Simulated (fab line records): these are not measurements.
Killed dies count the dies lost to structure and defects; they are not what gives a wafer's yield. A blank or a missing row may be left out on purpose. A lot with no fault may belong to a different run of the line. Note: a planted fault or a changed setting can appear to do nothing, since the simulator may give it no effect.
Which tool did it? :: flow rit cmos :: 42 wafers from 14 lots sampled at 5 of the route's 202 steps

== WHAT THE GAUGES READ, wafer by wafer ==
RIT_FOX2_THK_MEAS_90. Usual: for FIELD_OXIDE_LEFT_1_THK the level is 321 nm and the standard deviation is 8.2.
lot: L222
measured: day 1 21:06
on: film metro-01
FIELD_OXIDE_LEFT_1_THK (nm): 314 313 314
flag: 

lot: L223
measured: day 2 01:14
on: film metro-02
FIELD_OXIDE_LEFT_1_THK (nm): 313 311 311
flag: 

lot: L225
measured: day 2 12:05
on: film metro-02
FIELD_OXIDE_LEFT_1_THK (nm): 318 317 315
flag: 

lot: L226
measured: day 2 16:32
on: film metro-02
FIELD_OXIDE_LEFT_1_THK (nm): 312 311 308
flag: 

lot: L227
measured: day 2 21:38
on: film metro-01
FIELD_OXIDE_LEFT_1_THK (nm): 335 337 340
flag: 

lot: L228
measured: day 3 02:49
on: film metro-02
FIELD_OXIDE_LEFT_1_THK (nm): 334 338 330
flag: 

lot: L231
measured: day 3 19:02
on: film metro-01
FIELD_OXIDE_LEFT_1_THK (nm): 313 324 321
flag: 

lot: L232
measured: day 4 03:53
on: film metro-02
FIELD_OXIDE_LEFT_1_THK (nm): 316 316 316
flag: 

lot: L234
measured: day 4 08:23
on: film metro-02
FIELD_OXIDE_LEFT_1_THK (nm): 327 325 322
flag: 

lot: L235
measured: day 4 14:41
on: film metro-01
FIELD_OXIDE_LEFT_1_THK (nm): 322 325 325
flag: 

lot: L240
measured: day 5 17:55
on: film metro-01
FIELD_OXIDE_LEFT_1_THK (nm): 314 318 316
flag: 

lot: L241
measured: day 5 19:46
on: film metro-03
FIELD_OXIDE_LEFT_1_THK (nm): 321 323 320
flag: 

lot: L242
measured: day 6 00:03
on: film metro-03
FIELD_OXIDE_LEFT_1_THK (nm): 326 330 328
flag: 

lot: L244
measured: day 6 11:35
on: film metro-01
FIELD_OXIDE_LEFT_1_THK (nm): 332 323 327
flag: 

RIT_WELLDRIVE_RS_MEAS_02: measures by four-point-probe. Usual: for PWELL_RS the level is 429.5 ohm/sq and the standard deviation is 1.1.
lot: L222
measured: day 2 05:59
on: film metro-02
PWELL_RS (ohm/sq): 429.3 429.5 428.8
flag: 

lot: L223
measured: day 2 10:00
on: film metro-02
PWELL_RS (ohm/sq): 428.6 429.2 430.0
flag: 

lot: L225
measured: day 2 20:37
on: film metro-02
PWELL_RS (ohm/sq): 429.9 428.2 429.1
flag: 

lot: L226
measured: day 3 01:41
on: film metro-03
PWELL_RS (ohm/sq): 428.5 429.1 428.2
flag: 

lot: L227
measured: day 3 06:46
on: film metro-03
PWELL_RS (ohm/sq): 430.8 430.3 429.0
flag: 

lot: L228
measured: day 3 11:47
on: film metro-02
PWELL_RS (ohm/sq): 431.4 430.5 430.1
flag: 

lot: L231
measured: day 4 04:30
on: film metro-04
PWELL_RS (ohm/sq): 429.0 429.2 429.8
flag: 

lot: L232
measured: day 4 12:36
on: film metro-02
PWELL_RS (ohm/sq): 429.3 431.0 430.4
flag: 

lot: L234
measured: day 4 17:42
on: film metro-02
PWELL_RS (ohm/sq): 430.4 429.8 429.9
flag: 

lot: L235
measured: day 4 23:16
on: film metro-02
PWELL_RS (ohm/sq): 430.3 428.4 429.2
flag: 

lot: L240
measured: day 6 02:17
on: film metro-02
PWELL_RS (ohm/sq): 430.0 428.3 429.2
flag: 

lot: L241
measured: day 6 04:28
on: film metro-02
PWELL_RS (ohm/sq): 433.5 430.6 431.5
flag: 

lot: L242
measured: day 6 09:31
on: film metro-02
PWELL_RS (ohm/sq): 428.7 428.2 429.7
flag: 

lot: L244
measured: day 6 20:24
on: film metro-02
PWELL_RS (ohm/sq): 428.4 427.8 427.9
flag: 

RIT_PRETRO_OVL_MEAS_06. Usual: for PRETRO_OVL the level is 0.3 nm and the standard deviation is 1.2.
lot: L222
measured: day 2 08:47
on: overlay-02
PRETRO_OVL (nm): 0.5 0.2 1.3
flag: 

lot: L223
measured: day 2 12:48
on: overlay-02
PRETRO_OVL (nm): -1.5 -0.6 -1.0
flag: 

lot: L225
measured: day 2 23:27
on: overlay-02
PRETRO_OVL (nm): 2.7 0.9 2.2
flag: 

lot: L226
measured: day 3 04:22
on: overlay-01
PRETRO_OVL (nm): -0.2 1.4 -0.8
flag: 

lot: L227
measured: day 3 09:42
on: overlay-02
PRETRO_OVL (nm): -1.9 -1.3 -1.6
flag: 

lot: L228
measured: day 3 14:28
on: overlay-02
PRETRO_OVL (nm): 0.2 -1.7 -1.2
flag: 

lot: L231
measured: day 4 07:18
on: overlay-02
PRETRO_OVL (nm): 1.5 1.0 0.6
flag: 

lot: L232
measured: day 4 15:19
on: overlay-01
PRETRO_OVL (nm): 0.0 0.7 -0.5
flag: 

lot: L234
measured: day 4 20:21
on: overlay-01
PRETRO_OVL (nm): 1.8 2.0 3.2
flag: 

lot: L235
measured: day 5 02:11
on: overlay-02
PRETRO_OVL (nm): -0.6 -0.7 -0.3
flag: 

lot: L240
measured: day 6 05:08
on: overlay-02
PRETRO_OVL (nm): 2.8 3.3 4.7
flag: 

lot: L241
measured: day 6 07:22
on: overlay-02
PRETRO_OVL (nm): 1.4 -1.4 1.0
flag: 

lot: L242
measured: day 6 12:04
on: overlay-02
PRETRO_OVL (nm): 1.0 1.4 0.2
flag: 

lot: L244
measured: day 6 23:04
on: overlay-01
PRETRO_OVL (nm): 3.0 4.2 4.4
flag: 

RIT_FOX2_THK_MEAS_91. Usual: for FIELD_OXIDE_LEFT_2_THK the level is 253 nm and the standard deviation is 8.2.
lot: L222
measured: day 2 09:57
on: film metro-01
FIELD_OXIDE_LEFT_2_THK (nm): 245 244 246
flag: 

lot: L223
measured: day 2 13:54
on: film metro-03
FIELD_OXIDE_LEFT_2_THK (nm): 245 244 243
flag: 

lot: L225
measured: day 3 00:32
on: film metro-02
FIELD_OXIDE_LEFT_2_THK (nm): 249 248 246
flag: 

lot: L226
measured: day 3 05:27
on: film metro-02
FIELD_OXIDE_LEFT_2_THK (nm): 244 244 240
flag: 

lot: L227
measured: day 3 10:47
on: film metro-01
FIELD_OXIDE_LEFT_2_THK (nm): 267 269 272
flag: 

lot: L228
measured: day 3 15:33
on: film metro-01
FIELD_OXIDE_LEFT_2_THK (nm): 265 269 262
flag: 

lot: L231
measured: day 4 08:25
on: film metro-01
FIELD_OXIDE_LEFT_2_THK (nm): 245 256 253
flag: 

lot: L232
measured: day 4 16:24
on: film metro-01
FIELD_OXIDE_LEFT_2_THK (nm): 248 248 247
flag: 

lot: L234
measured: day 4 21:27
on: film metro-02
FIELD_OXIDE_LEFT_2_THK (nm): 259 257 254
flag: 

lot: L235
measured: day 5 03:17
on: film metro-01
FIELD_OXIDE_LEFT_2_THK (nm): 254 256 256
flag: 

lot: L240
measured: day 6 06:14
on: film metro-02
FIELD_OXIDE_LEFT_2_THK (nm): 246 250 247
flag: 

lot: L241
measured: day 6 08:28
on: film metro-03
FIELD_OXIDE_LEFT_2_THK (nm): 252 255 252
flag: 

lot: L242
measured: day 6 13:11
on: film metro-02
FIELD_OXIDE_LEFT_2_THK (nm): 257 261 259
flag: 

lot: L244
measured: day 7 00:10
on: film metro-03
FIELD_OXIDE_LEFT_2_THK (nm): 264 256 259
flag: 

== WHAT TOOL EACH LOT RAN ON (gives the tool, then ch and the chambers of the sampled wafers, and finally the start) ==
lot: L222
RIT_PRETRO_EXPOSE_03: iline stepper-02 ch 0, day 2 08:22

lot: L223
RIT_PRETRO_EXPOSE_03: iline stepper-01 ch 0, day 2 12:22

lot: L225
RIT_PRETRO_EXPOSE_03: iline stepper-01 ch 0, day 2 23:02

lot: L226
RIT_PRETRO_EXPOSE_03: iline stepper-02 ch 0, day 3 03:56

lot: L227
RIT_PRETRO_EXPOSE_03: iline stepper-01 ch 0, day 3 09:13

lot: L228
RIT_PRETRO_EXPOSE_03: iline stepper-01 ch 0, day 3 14:02

lot: L231
RIT_PRETRO_EXPOSE_03: iline stepper-01 ch 0, day 4 06:52

lot: L232
RIT_PRETRO_EXPOSE_03: iline stepper-02 ch 0, day 4 14:53

lot: L234
RIT_PRETRO_EXPOSE_03: iline stepper-01 ch 0, day 4 19:57

lot: L235
RIT_PRETRO_EXPOSE_03: iline stepper-01 ch 0, day 5 01:30

lot: L240
RIT_PRETRO_EXPOSE_03: iline stepper-01 ch 0, day 6 04:35

lot: L241
RIT_PRETRO_EXPOSE_03: iline stepper-02 ch 0, day 6 06:58

lot: L242
RIT_PRETRO_EXPOSE_03: iline stepper-02 ch 0, day 6 11:38

lot: L244
RIT_PRETRO_EXPOSE_03: iline stepper-01 ch 0, day 6 22:38
- RIT_PRETRO_EXPOSE_03: exposes mask M5, target cd 43700 nm.

== AS READ BY THE TOOLS THEMSELVES (means over the sampled wafers that have a number; for cases with no such wafer, the mark the record gives instead) ==
RIT_PRETRO_EXPOSE_03. Usual: reticle temp C at 23.01 C, with a standard deviation of 0.11.
lot: L222
tool: iline stepper-02
reticle temp C (C): 23.03
flag: 

lot: L223
tool: iline stepper-01
reticle temp C (C): 23.00
flag: 

lot: L225
tool: iline stepper-01
reticle temp C (C): 22.95
flag: 

lot: L226
tool: iline stepper-02
reticle temp C (C): 22.99
flag: 

lot: L227
tool: iline stepper-01
reticle temp C (C): 22.98
flag: 

lot: L228
tool: iline stepper-01
reticle temp C (C): 23.05
flag: 

lot: L231
tool: iline stepper-01
reticle temp C (C): 23.05
flag: 

lot: L232
tool: iline stepper-02
reticle temp C (C): 23.02
flag: 

lot: L234
tool: iline stepper-01
reticle temp C (C): 23.05
flag: 

lot: L235
tool: iline stepper-01
reticle temp C (C): 22.87
flag: 

lot: L240
tool: iline stepper-01
reticle temp C (C): 22.96
flag: 

lot: L241
tool: iline stepper-02
reticle temp C (C): 22.99
flag: 

lot: L242
tool: iline stepper-02
reticle temp C (C): 23.18
flag: 

lot: L244
tool: iline stepper-01
reticle temp C (C): 23.12
flag: 

== THE ANSWER, worked out from the rows above alone ==
Rule: take the mean of a lot's wafers that have a number; if it is more than 3 standard deviations from the usual mean, the lot is off. Also off: a lot with no number at a reading for which 4 or more lots have one. The other lots that the step has rows for count as sound. Order of review: gauges by route order, followed by the tools' own readings, for which a lot's mean as printed above is used. The first step at which some lot is off is used, and at that step the reading that is off furthest; a lot without a number counts as furthest.
Nothing can be told from this: no lot is off at any reading shown.

== WHAT THE SIMULATOR PUT IN ==
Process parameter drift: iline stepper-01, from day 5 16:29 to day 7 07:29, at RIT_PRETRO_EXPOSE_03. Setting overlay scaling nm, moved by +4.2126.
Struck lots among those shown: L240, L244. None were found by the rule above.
